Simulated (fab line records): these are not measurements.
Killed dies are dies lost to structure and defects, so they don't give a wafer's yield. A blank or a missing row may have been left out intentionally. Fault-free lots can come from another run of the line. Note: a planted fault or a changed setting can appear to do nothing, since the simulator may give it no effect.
Problem report in the 8D (eight disciplines) form, filled by code ; flow berkeley-cmos170 ; the parts of the form that need people (team, actions taken, sign-off) are left out

## 1. THE ISSUE
V2_POLISHED_THK at UCB170_V2_THK_MEAS_04 reads a mean of 1348.7 nm on 3 wafers of 2 lots; wafers without a fault read 999.8 nm with a standard deviation of 1.5. That is +99 or more standard deviations from the usual mean.
The first sign was on wafer L581.4 at day 8 09:46, on film-metro-03. The record holds 18 wafers of 6 lots with a number at this step. Rule for "out" (also "out of limits"): further than 4 standard deviations from the usual mean. The rest of the wafers with a number are treated as sound.

## 2. WHAT IT IS AND WHAT IT IS NOT
question;is;is not
which readings at this step;V2_POLISHED_THK;-
which lots;L581, L583;L579, L592, L594, L600
which wafers of those lots;L581.4, L581.6, L583.2;L581.2, L583.3, L583.6
read on which gauges;film-metro-03, film-metro-04;film-metro-02
when;from day 8 09:46;"up to then (4 sound wafers); but 11 sound wafers of L583, L592, L594, L600 came after"

## 3. WHAT RULES OUT EACH SUSPECT
Counting: a tool at a process step up to the reading stays a suspect if it ran every lot that is out. Sound lots after the first of them don't rule it out here, since some wafers of a struck lot are sound.
- ruled out: the gauge at UCB170_V2_THK_MEAS_04. The wafers that are out were read on 2 gauges (film-metro-03, film-metro-04).
- cmp-02 at UCB170_V2_CMP_02 (polishes SiO2): kept. It ran every lot that is out, first L581 (day 8 09:23).
- At UCB170_V2_CMP_02, inside cmp-02: chamber 0 took the wafers that are out, while their sound lot-mates went through chambers 2, 3.
Left after counting: cmp-02 at UCB170_V2_CMP_02.

## 4. THE CAUSE (what the simulator had put in)
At UCB170_V2_CMP_02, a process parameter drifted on cmp-02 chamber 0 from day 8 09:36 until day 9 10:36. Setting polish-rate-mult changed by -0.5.
Counting left only this tool.

## 5. THE CHAIN OF EFFECTS, in route order
Rows list readings where the struck wafers' mean (over those with a number) sits beyond 3 standard deviations from the usual. Scope: only readings with a usual standard deviation given in the record; hours: median across lots of the time from each lot's start at the first step in this table that gives one to its start at this step; sigmas: change in usual standard deviations.
hours;step;reading;usual;on struck wafers;change;sigmas
0;UCB170_V2_THK_MEAS_04;V2_POLISHED_THK;999.8 nm;1348.7;+348.9;+99 or more
2;UCB170_V2_ETCH_14;oes-product-au;0.875 a.u.;0.987;+0.112;+9.3
It contains these process steps:
- UCB170_V2_ETCH_14: etches SiO2 in CHF3/CF4/Ar, stops on Al, target depth 1250 nm, time 291 s.
Later measuring or inspecting steps at which every struck wafer that the step has a row for has a number for every such reading, and none has moved that far: UCB170_V2_CD_MEAS_12, UCB170_V2_OVL_MEAS_13.

## 6. WHAT WOULD HAVE CAUGHT IT SOONER
In this record the first reading out of limits at a measuring or inspecting step was taken at day 8 09:46, 0 hours after the fault began at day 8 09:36.
No tool reading at UCB170_V2_CMP_02 that has a usual standard deviation in the record was out on any struck wafer, so an alarm limit of 4 standard deviations on those readings would not have fired.
Lots out: 2; of these, L583 started UCB170_V2_CMP_02 on cmp-02 after day 8 09:46. It would have been spared by a hold on the tool at that moment.
